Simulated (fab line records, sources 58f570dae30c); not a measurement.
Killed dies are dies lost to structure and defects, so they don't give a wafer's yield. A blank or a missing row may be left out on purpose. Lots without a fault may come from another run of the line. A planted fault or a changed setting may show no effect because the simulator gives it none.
fab line records | flow berkeley_cmos170
record lots=15 wafers=45 last_day=13
route steps=331 shown PFIELD@86
lots that met no fault: from a run of the same line without faults
start_h: hours from the record's first day to the start of the lot's first wafer shown | wait_h: hours since the lot's step before | " the same as in the row above | L1.1+2: a row that stands for several wafers | - no value, or no start given | * or withheld: withheld | < > ~ a bound
route shown NAME@n: a module of which the file shows steps, and the number in the route of the first | usual: mean/standard deviation of fault-free wafers | same: alike in all rows | chamber/n: place in a boat | sites: the reading at each site | _std_site: their standard deviation | _edge_site: outer sites' mean less inner sites' | radius_mm: how far each site lies from the wafer's centre | mask NAME#n: copy n | behind: the tool/chamber that last shaped the wafer | hold: why the lot was held/for how many hours/how that ended | device: the transistor (n, p or np) that didn't switch | end of line: the same wafers' tests at the end of the route | a step without rows: its recipe alone | killed: dies lost to structure and defects at the first sort, not the wafer's yield | map: a wafer's dies, x killed, . not, _ none there
set.NAME: the setting as run; set.NAME@STEP: as run at that earlier step | model.NAME: the simulator's own value behind a step, which no gauge read
steps of the route over a sample of lots; a table a step, a row a wafer
services: from which hour (start_h, from the record's first day; less than 0 if before it) a tool's chamber was out of use, for how many hours, and why
## steps
# step UCB170_PFIELD_IMPLANT_07
# recipe species=B dose_cm2=2e+13 energy_kev=80 tilt_deg=7
# usual beam_energy_keV=80.007/0.024 end_station_pressure_torr=5.09e-06/2.8e-07 tilt_deg=6.997/0.021
# same implant_ion_amu=11
# columns lot.wafer tool chamber start_h wait_h beam_energy_keV end_station_pressure_torr tilt_deg
L901.2 implanter-02 0 107.95 0.0 80.069 5.04e-06 7.020
L901.5 " 0 " " 80.004 4.74e-06 7.028
L901.6 " 0 " " 80.027 5.51e-06 7.027
L902.1 implanter-04 0 108.23 0.0 79.988 5.54e-06 6.953
L902.3 " 0 " " 80.016 5.33e-06 6.994
L902.6 " 0 " " 79.995 4.73e-06 7.029
L903.1 implanter-02 0 122.58 0.0 79.991 5.08e-06 6.990
L903.2 " 0 " " 80.003 4.92e-06 7.002
L903.6 " 0 " " 80.001 4.96e-06 7.019
L904.2 implanter-01 0 122.99 0.0 79.952 5.24e-06 7.002
L904.4 " 0 " " 80.036 4.88e-06 7.005
L904.6 " 0 " " 80.031 5.19e-06 6.968
L907.2 implanter-02 0 131.43 0.0 79.970 5.47e-06 6.967
L907.3 " 0 " " 79.976 5.05e-06 6.981
L907.5 " 0 " " 79.991 4.67e-06 7.011
L906.1 implanter-01 0 132.85 0.0 80.042 5.02e-06 6.995
L906.3 " 0 " " 80.045 4.45e-06 7.021
L906.6 " 0 " " 80.024 5.1e-06 6.981
L905.1 implanter-02 0 132.89 0.0 79.972 4.82e-06 7.008
L905.2 " 0 " " 79.994 4.92e-06 7.002
L905.4 " 0 " " 80.010 5.02e-06 7.006
L909.1 implanter-02 0 140.55 0.0 80.017 5.42e-06 7.002
L909.2 " 0 " " 79.982 5.48e-06 6.981
L909.3 " 0 " " 80.027 4.73e-06 6.992
L910.1 implanter-04 0 153.62 0.0 79.984 5.45e-06 7.023
L910.5 " 0 " " 79.998 5.25e-06 7.010
L910.6 " 0 " " 80.029 4.96e-06 7.001
L911.3 implanter-04 0 154.67 0.1 80.025 5.11e-06 6.959
L911.5 " 0 " " 80.031 5.41e-06 6.999
L911.6 " 0 " " 80.011 4.93e-06 7.000
L914.1 implanter-04 0 163.06 0.0 79.978 4.98e-06 6.972
L914.5 " 0 " " 80.024 4.71e-06 6.981
L914.6 " 0 " " 80.007 5.16e-06 6.976
L916.2 implanter-02 0 180.47 0.0 80.009 4.99e-06 6.979
L916.3 " 0 " " 79.949 4.83e-06 6.971
L916.5 " 0 " " 80.000 5.15e-06 6.992
L918.2 implanter-04 0 193.09 0.0 52.028 5.6e-06 6.953
L918.4 " 0 " " 52.026 4.77e-06 6.962
L918.5 " 0 " " 51.987 5.36e-06 6.942
L920.2 implanter-04 0 204.42 0.0 52.028 5.13e-06 7.015
L920.3 " 0 " " 51.973 5.39e-06 6.980
L920.6 " 0 " " 52.032 5.34e-06 7.012
L922.2 implanter-04 0 205.01 0.0 51.981 4.76e-06 7.017
L922.5 " 0 " " 52.017 4.6e-06 7.041
L922.6 " 0 " " 52.008 5.24e-06 7.014
# step UCB170_PFIELD_TW_MEAS_09
# usual PFIELD_TW=605/4.3
# columns lot.wafer tool chamber start_h wait_h PFIELD_TW
L901.2 film_metro-04 - 108.19 0.1 608
L901.5 " - " " 608
L901.6 " - " " 608
L902.1 film_metro-03 - 108.48 0.1 603
L902.3 " - " " 604
L902.6 " - " " 604
L903.1 film_metro-04 - 122.83 0.1 608
L903.2 " - " " 612
L903.6 " - " " 613
L904.2 film_metro-03 - 123.23 0.1 603
L904.4 " - " " 606
L904.6 " - " " 604
L907.2 film_metro-01 - 131.66 0.1 601
L907.3 " - " " 606
L907.5 " - " " 600
L906.1 film_metro-04 - 133.10 0.1 612
L906.3 " - " " 611
L906.6 " - " " 612
L905.1 film_metro-01 - 133.14 0.1 604
L905.2 " - " " 603
L905.4 " - " " 605
L909.1 film_metro-04 - 140.80 0.1 610
L909.2 " - " " 607
L909.3 " - " " 610
L910.1 film_metro-01 - 153.87 0.1 598
L910.5 " - " " 600
L910.6 " - " " 599
L911.3 film_metro-01 - 154.89 0.1 600
L911.5 " - " " 597
L911.6 " - " " 600
L914.1 film_metro-04 - 163.31 0.1 611
L914.5 " - " " 613
L914.6 " - " " 614
L916.2 film_metro-04 - 180.71 0.1 608
L916.3 " - " " 608
L916.5 " - " " 609
L918.2 film_metro-01 - 193.32 0.1 571
L918.4 " - " " 570
L918.5 " - " " 570
L920.2 film_metro-04 - 204.66 0.1 575
L920.3 " - " " 577
L920.6 " - " " 578
L922.2 film_metro-04 - 205.25 0.1 577
L922.5 " - " " 577
L922.6 " - " " 577
## services
# columns tool chamber start_h hours kind
implanter-01 - 97.12 6.8 repair
implanter-02 - 154.19 6.3 repair
## key
first_sign step=UCB170_PFIELD_IMPLANT_07 reading=beam_energy_keV direction=down sigmas=99+ usual=80.007 struck=52.009
effect step=UCB170_PFIELD_TW_MEAS_09 reading=PFIELD_TW direction=down sigmas=7.1 usual=605 struck=575
met_at UCB170_PFIELD_IMPLANT_07
struck_lots L918,L920,L922
tester_left_out L918,L920,L922
onset_between 163.06 193.09
fault kind=process_parameter_drift tool=implanter-04 chamber=- onset_h=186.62 steps=UCB170_PFIELD_IMPLANT_07 channel=energy_kev offset=-28 shape=step end_h=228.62 acts_in=these_recipes_only stated=80
# tester_left_out: of these lots the tester's yield and bins aren't shown, on N5 and GAA mostly nor the transistor test; their killed dies are dies lost to structure and defects alone, not to doping, threshold or leakage, so they don't give the yield
